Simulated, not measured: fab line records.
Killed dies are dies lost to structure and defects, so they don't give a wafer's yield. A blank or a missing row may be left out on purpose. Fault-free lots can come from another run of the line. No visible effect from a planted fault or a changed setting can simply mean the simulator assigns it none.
Split-lot experiment + flow rit-cmos + 5 lots, 23 wafers read, on a route of 202 steps

## THE SPLIT ITSELF
At RIT_SPACER_CVD_03 (deposits Si3N4 from SiH2Cl2/NH3, target thk 250 nm, time 3300 s), the setting pressure-mtorr was moved away from the recipe's 300 mTorr on 10 of the 23 wafers read, by -10.5% to +13.2%. This setting was run at the recipe's value on the other wafers.

No step appears in the file between the split and the reading.

## THE READING
SPACER_NITRIDE_THK, in nm, at RIT_SPACER_THK_MEAS_04. On this fab line, fault-free wafers typically give 249.1 nm with a standard deviation of 2.1 nm.

| wafer  | tool, chamber at the split | pressure-mtorr as run, mTorr | against the recipe | SPACER_NITRIDE_THK, nm | against lot-mates on the recipe |
|--------|----------------------------|------------------------------|--------------------|------------------------|---------------------------------|
| L074.2 | lpcvd-01, 0                | 300                          | recipe             | 248.5                  | -                               |
| L074.4 | lpcvd-01, 0                | 300                          | recipe             | 249.8                  | -                               |
| L074.6 | lpcvd-01, 0                | 300                          | recipe             | 251.6                  | -                               |
| L078.2 | -, -                       | 268.5                        | -10.5%             | 237.3                  | no lot-mate on the recipe       |
| L078.3 | -, -                       | 268.5                        | -10.5%             | 238.2                  | no lot-mate on the recipe       |
| L078.4 | -, -                       | 268.5                        | -10.5%             | 238.0                  | no lot-mate on the recipe       |
| L078.5 | -, -                       | 268.5                        | -10.5%             | 234.8                  | no lot-mate on the recipe       |
| L078.6 | -, -                       | 268.5                        | -10.5%             | 238.5                  | no lot-mate on the recipe       |
| L079.1 | -, -                       | 300                          | recipe             | 251.0                  | -                               |
| L079.2 | -, -                       | 300                          | recipe             | 249.2                  | -                               |
| L079.3 | -, -                       | 300                          | recipe             | 249.0                  | -                               |
| L079.4 | -, -                       | 300                          | recipe             | 247.8                  | -                               |
| L079.5 | -, -                       | 300                          | recipe             | 250.1                  | -                               |
| L080.1 | -, -                       | 339.5                        | +13.2%             | 256.4                  | no lot-mate on the recipe       |
| L080.2 | -, -                       | 339.5                        | +13.2%             | 255.8                  | no lot-mate on the recipe       |
| L080.3 | -, -                       | 339.5                        | +13.2%             | 259.4                  | no lot-mate on the recipe       |
| L080.5 | -, -                       | 339.5                        | +13.2%             | 255.6                  | no lot-mate on the recipe       |
| L080.6 | -, -                       | 339.5                        | +13.2%             | 256.6                  | no lot-mate on the recipe       |
| L081.2 | -, -                       | 300                          | recipe             | 247.5                  | -                               |
| L081.3 | -, -                       | 300                          | recipe             | 245.9                  | -                               |
| L081.4 | -, -                       | 300                          | recipe             | 247.4                  | -                               |
| L081.5 | -, -                       | 300                          | recipe             | 247.9                  | -                               |
| L081.6 | -, -                       | 300                          | recipe             | 248.1                  | -                               |

FIT RESULTS
A straight line over all 23 wafers: SPACER_NITRIDE_THK changes by +0.805 nm for each +1% of pressure-mtorr; r = +0.95; the points scatter about the line by 2.1 nm.
Too few moved wafers with a lot-mate on the recipe to fit a line net of each lot's own level.

## THE WHOLE CHAIN: every reading that the file lists as answering this split, in the file's order
| step                   | what it does                                                    | reading                                                                        | change (the file's fit)               | r (the file's) |
|------------------------|-----------------------------------------------------------------|--------------------------------------------------------------------------------|---------------------------------------|----------------|
| RIT_SPACER_CVD_03      | deposits Si3N4 from SiH2Cl2/NH3, target thk 250 nm, time 3300 s | Si3N4_of_SPACER_CVD_03.thk-nm (the simulator's own value, which no gauge read) | +0.805 nm for each +1% of the setting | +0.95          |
| RIT_SPACER_THK_MEAS_04 |                                                                 | SPACER_NITRIDE_THK                                                             | +0.804 for each +1% of the setting    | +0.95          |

## THE FILE'S OWN FIT
SPACER_NITRIDE_THK changes by +0.804 nm for each +1% of pressure-mtorr, r = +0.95.
